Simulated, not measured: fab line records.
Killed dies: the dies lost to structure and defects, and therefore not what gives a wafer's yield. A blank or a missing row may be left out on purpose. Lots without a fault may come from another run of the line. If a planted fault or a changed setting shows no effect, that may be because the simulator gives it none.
Struck lot and sound lot, side by side / flow rit-cmos / 20 out of 202 route steps
Sound: wafers L178.2, L178.3, L178.5. The struck wafers were L186.2, L186.4, L186.6. At the end, the cause is stated.
For every step that has rows: the tool of each side, followed by ch and its chambers, followed by its first start. Under that, the readings that differ: sound wafers / struck wafers / difference of the means / sigmas: that difference in standard deviations of wafers without a fault.
alike: readings whose means differ by less than 2 such deviations, and words and numbers that are the same on both sides. not compared: withheld readings, readings that some wafer has no value for, bounds like >300 that may hide the same value, and numbers for which the record gives no deviation and whose values overlap.
Wherever a step has rows on one side only, a row that says differs or no value, or a row with sigmas, the two part there. When numbers do not overlap yet have no deviation, they are printed without sigmas and do not part them. A reading that every wafer of one side lacks parts them only if that side has two wafers or more.

first, 6 steps without rows for these wafers: RIT_NWELL_HMDS_00 (prime time 60 s); RIT_NWELL_COAT_01 (resist thk 1300 nm); RIT_NWELL_SOFTBAKE_02 (time 60 s); RIT_NWELL_EXPOSE_03 (exposes mask M2, target cd 43900 nm); RIT_NWELL_PEB_04; RIT_NWELL_DEVELOP_05 (develop time 68 s).
RIT_NWELL_OVL_MEAS_06:
  sound on overlay-01 at day 2 12:52; struck on overlay-01 at day 4 04:20
  alike: NWELL_OVL
then, 2 steps without rows for these wafers: RIT_NWELL_HARDBAKE_07 (time 120 s); RIT_NWELL_IMPLANT_08.
RIT_NWELL_STRIP_09: strips in O2, time 180 s.
  sound on plasma-asher-04 ch 0,1, day 2 13:18; struck on plasma-asher-03 ch 0,1, day 4 04:46
  alike: drypump-motor-current-A
  not compared: rf-hours-counter-h
RIT_NWELL_TW_MEAS_10:
  sound on film-metro-04 at day 2 13:29; struck on film-metro-01 at day 4 04:57
  alike: NWELL_TW
then, 1 step without rows for these wafers: RIT_PWELL_HMDS_00 (prime time 60 s).
RIT_PWELL_COAT_01: resist thk 1300 nm.
  sound on litho-track-02 ch 0, day 2 13:43; struck on litho-track-01, day 4 05:10
  no value came back on the struck wafers for chill-plate-temp-C (C), dispense-pressure-kPa (kPa); on the sound wafers chill-plate-temp-C (C) reads 22.93 22.99 22.98
then, 4 steps without rows for these wafers: RIT_PWELL_SOFTBAKE_02 (time 60 s); RIT_PWELL_EXPOSE_03 (exposes mask M3, target cd 43700 nm); RIT_PWELL_PEB_04; RIT_PWELL_DEVELOP_05 (develop time 68 s).
RIT_PWELL_OVL_MEAS_06:
  sound on overlay-01 at day 2 14:33; struck on overlay-02 at day 4 06:04
reading=PWELL_OVL (nm); sound=2.2 2.5 0.2; struck=- - -; difference=no value on the struck wafers; sigmas=
then, 1 step without rows for these wafers: RIT_PWELL_HARDBAKE_07 (time 120 s).
RIT_M1_PROBE_99:
  sound on prober-02 at day 4 02:15; struck on prober-01 at day 5 20:09
reading=killed-at-front-end; sound=4 6 2; struck=264 264 263; difference=+260; sigmas=+87
reading=killed-dies; sound=4 6 2; struck=264 264 264; difference=+260; sigmas=+87
reading=killed-on-rim; sound=1 2 1; struck=70 70 70; difference=+69; sigmas=+46
  alike: killed-at-contacts, killed-open, killed-short

## WHERE THEY PART
Earliest at RIT_PWELL_COAT_01; latest, in this record, at RIT_M1_PROBE_99.

WHY: whatever the simulator had introduced
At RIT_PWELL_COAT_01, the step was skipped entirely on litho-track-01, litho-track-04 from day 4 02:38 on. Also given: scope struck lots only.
